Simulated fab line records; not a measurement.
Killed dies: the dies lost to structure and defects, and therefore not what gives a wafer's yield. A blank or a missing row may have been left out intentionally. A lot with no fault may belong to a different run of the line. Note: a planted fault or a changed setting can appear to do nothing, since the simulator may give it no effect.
Problem report in the 8D (eight disciplines) form, filled by code :: flow berkeleyCmos170 :: the parts of the form that need people (team, actions taken, sign-off) are left out

## 1. THE ISSUE
oesProductAu at UCB170_M3_ETCH_17 reads a mean of 1.402 a.u. on 9 wafers of 3 lots; wafers without a fault read 0.996 a.u. with a standard deviation of 0.018. That is +23 standard deviations from the usual mean.
The step: etches BARC in N2/H2.
First seen on wafer L446.3, day 12 03:31, on rieDiel-03. The record has a number at this step for 21 wafers belonging to 7 lots. By rule, "out" or "out of limits" means more than 4 standard deviations away from the usual mean. The rest of the wafers with a number are treated as sound.

## 2. WHAT IT IS, WHAT IT ISN'T
question: which readings at this step
is: oesProductAu
is not: drypumpMotorCurrentA, throttleValvePct

question: which lots
is: L446, L448, L452
is not: L444, L451, L454, L456

question: which wafers of those lots
is: all that have a number
is not: -

question: read on which tools
is: rieDiel-03
is not: rieDiel-01, rieDiel-04

question: when
is: from day 12 03:31
is not: up to then (3 sound wafers); but 9 sound wafers of L451, L454, L456 came after

## 3. SUSPECTS, AND WHAT RULES EACH OUT
Counting: a tool at any process step up to the reading remains a suspect when it ran all the lots that are out and ran no sound lot after the first of those.
- rieDiel-03 at UCB170_M3_ETCH_17 (etches BARC in N2/H2): kept. Every lot that is out went through it, starting with L446 (day 12 03:31), and after that it ran no sound lot; the last sound lot it ran before then is L444 (day 11 09:58). On those wafers its own readings are out: oesProductAu.
Left after counting: rieDiel-03 at UCB170_M3_ETCH_17.

## 4. THE CAUSE (what the simulator had put in)
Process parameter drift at UCB170_M3_ETCH_17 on rieDiel-03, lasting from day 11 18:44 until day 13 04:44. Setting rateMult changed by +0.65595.
This tool alone remained once counting was done.

## 5. THE CHAIN OF EFFECTS, in route order
Rows list readings where the struck wafers' mean (over those with a number) sits beyond 3 standard deviations from the usual. Only readings for which the record gives a usual standard deviation are gone through. hours: the time from each lot's start at the first step in this table that gives one to its start at this step, as a median over the lots. sigmas: the change in usual standard deviations.
hours: 0
step: UCB170_M3_ETCH_17
reading: oesProductAu
usual: 0.996 a.u.
on struck wafers: 1.402
change: +0.406
sigmas: +23
It contains these process steps:
- UCB170_M3_ETCH_17: etches BARC in N2/H2.

## 6. HOW IT WOULD HAVE BEEN CAUGHT EARLIER
First out-of-limits reading in this record: day 12 03:31, which is 9 hours after fault onset at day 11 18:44.
